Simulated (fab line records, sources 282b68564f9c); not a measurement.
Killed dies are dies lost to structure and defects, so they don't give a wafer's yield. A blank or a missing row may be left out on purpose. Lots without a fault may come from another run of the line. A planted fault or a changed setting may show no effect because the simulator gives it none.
Problem report in the 8D (eight disciplines) form, filled by code | flow rit_cmos | the parts of the form that need people (team, actions taken, sign-off) are left out

1. THE PROBLEM
PLDD_RS at RIT_SDANNEAL_RS_MEAS_06 reads a mean of 181.7 ohm/sq on 6 wafers of 2 lots; wafers without a fault read 178.6 ohm/sq with a standard deviation of 0.46. That is +6.6 standard deviations from the usual mean.
The step: measures by four-point-probe.
First seen on wafer L958.1, day 6 22:23, on film_metro-02. The record holds 42 wafers of 14 lots with a number at this step. Rule for "out", or "out of limits": more than 4 standard deviations from the usual mean. The other wafers with a number count as sound.

2. WHAT IT IS AND WHAT IT IS NOT
question                    | is                     | is not
which readings at this step | PLDD_RS                | -
which lots                  | L958, L959             | L945, L946, L947, L948, L950, L951, L952, L953, L955, L956, L960, L966
which wafers of those lots  | all that have a number | -
read on which gauges        | film_metro-02          | film_metro-01, film_metro-03
when                        | from day 6 22:23       | up to then (33 sound wafers); but 3 sound wafers of L966 came after

3. SUSPECTS, AND WHAT RULES EACH OUT
Counting: a tool at a process step up to the reading stays a suspect if it ran every lot that is out and no sound lot after the first of them.
- the gauge at RIT_SDANNEAL_RS_MEAS_06: kept. All the wafers that are out were read on film_metro-02, and no step on other tools shows them out.
- implanter-03 at RIT_PLDD_IMPLANT_08: kept. It ran every lot that is out, first L958 (day 6 15:46), and no sound lot after that; its last sound lot up to then is L952 (day 5 06:50).
Left after counting: implanter-03 at RIT_PLDD_IMPLANT_08, film_metro-02 at RIT_SDANNEAL_RS_MEAS_06.

4. THE CAUSE (what the simulator had put in)
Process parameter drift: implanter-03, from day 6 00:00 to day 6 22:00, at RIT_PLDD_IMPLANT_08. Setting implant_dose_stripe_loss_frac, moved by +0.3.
Counting left 2 suspects, and this tool is among them.

5. THE CHAIN OF EFFECTS, in route order
Each row: a reading whose mean over the struck wafers that have a number lies more than 3 standard deviations from the usual. Only readings for which the record gives a usual standard deviation are gone through. hours: the time from each lot's start at the first step in this table that gives one to its start at this step, as a median over the lots. sigmas: the change in usual standard deviations.
hours | step                    | reading | usual        | on struck wafers | change | sigmas
0     | RIT_SDANNEAL_RS_MEAS_06 | PLDD_RS | 178.6 ohm/sq | 181.7            | +3.1   | +6.6
Later measuring or inspecting steps at which every struck wafer that the step has a row for has a number for every such reading, and none has moved that far: RIT_SDANNEAL_RS_MEAS_07.

6. WHAT WOULD HAVE CAUGHT IT SOONER
In this record the first reading out of limits at a measuring or inspecting step was taken at day 6 22:23, 22 hours after the fault began at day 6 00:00.
All the lots that are out (2) had begun RIT_PLDD_IMPLANT_08 on implanter-03 by day 6 22:23. A hold on the tool at that time would have spared none of them.
